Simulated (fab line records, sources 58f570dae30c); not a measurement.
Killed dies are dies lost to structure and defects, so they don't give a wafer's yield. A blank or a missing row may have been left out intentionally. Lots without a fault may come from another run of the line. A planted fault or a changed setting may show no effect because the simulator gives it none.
Problem report in the 8D (eight disciplines) form, filled by code / flow berkeleyCmos170 / the parts of the form that need people (team, actions taken, sign-off) are left out

== 1. WHAT WENT WRONG ==
At UCB170_V2_COAT_07, spinSpeedRpm averages 1336.9 rpm over 6 wafers from 2 lots, while fault-free wafers read 1500.1 rpm, standard deviation 0.94. That is -99 or more standard deviations from the usual mean.
The step: resist thk 900 nm.
First seen on wafer L742.1, day 9 21:50, on lithoTrack-02. The record holds 42 wafers of 14 lots with a number at this step. The rule behind "out" and "out of limits": a value lying over 4 standard deviations away from the usual mean. All remaining wafers that have a number are taken as sound.

== 2. WHAT THIS IS AND IS NOT ==
question=which readings at this step | is=spinSpeedRpm | is not=-
question=which lots | is=L742, L743 | is not=L733, L734, L735, L736, L737, L738, L739, L746, L750, L753, L754, L755
question=which wafers of those lots | is=all that have a number | is not=-
question=read on which tools | is=lithoTrack-02 | is not=lithoTrack-01, lithoTrack-04
question=when | is=from day 9 21:50 | is not=up to then (21 sound wafers); but 15 sound wafers of L746, L750, L753, L754, L755 came after

== 3. WHAT RULES OUT EACH SUSPECT ==
Counting: any tool at a process step up to the reading is kept as a suspect provided that every lot that is out went through it and no sound lot did after the first of them.
- lithoTrack-02 at UCB170_V2_COAT_07 (resist thk 900 nm): kept. Every lot that is out went through it, starting with L742 (day 9 21:50), and after that it ran no sound lot; the last sound lot it ran before then is L739 (day 9 04:30). Out on those wafers are its own readings of spinSpeedRpm.
Remaining after the count: lithoTrack-02 at UCB170_V2_COAT_07.

== 4. THE CAUSE (what the simulator had put in) ==
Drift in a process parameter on lithoTrack-02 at UCB170_V2_COAT_07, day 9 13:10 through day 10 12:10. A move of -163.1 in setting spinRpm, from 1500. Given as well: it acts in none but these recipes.
The count eliminated every tool but this one.

== 5. THE EFFECT CHAIN, in route order ==
One row per reading whose mean, taken over the struck wafers that have a number, lies over 3 standard deviations from the usual. Only readings for which the record gives a usual standard deviation are gone through. hours: the time from each lot's start at the first step in this table that gives one to its start at this step, as a median over the lots. sigmas: the change in usual standard deviations.
hours=0; step=UCB170_V2_COAT_07; reading=spinSpeedRpm; usual=1500.1 rpm; on struck wafers=1336.9; change=-163.2; sigmas=-99 or more
hours=1; step=UCB170_V2_STRIP_15; reading=stripTimeToEndpointS; usual=15.36 s; on struck wafers=16.56; change=+1.20; sigmas=+7.5
Here are the process steps it includes:
- UCB170_V2_COAT_07: resist thk 900 nm.
- UCB170_V2_STRIP_15: strips in O2.

== 6. HOW IT WOULD HAVE BEEN CAUGHT EARLIER ==
In this record the first reading out of limits was taken at day 9 21:50, 9 hours after the fault began at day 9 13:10.
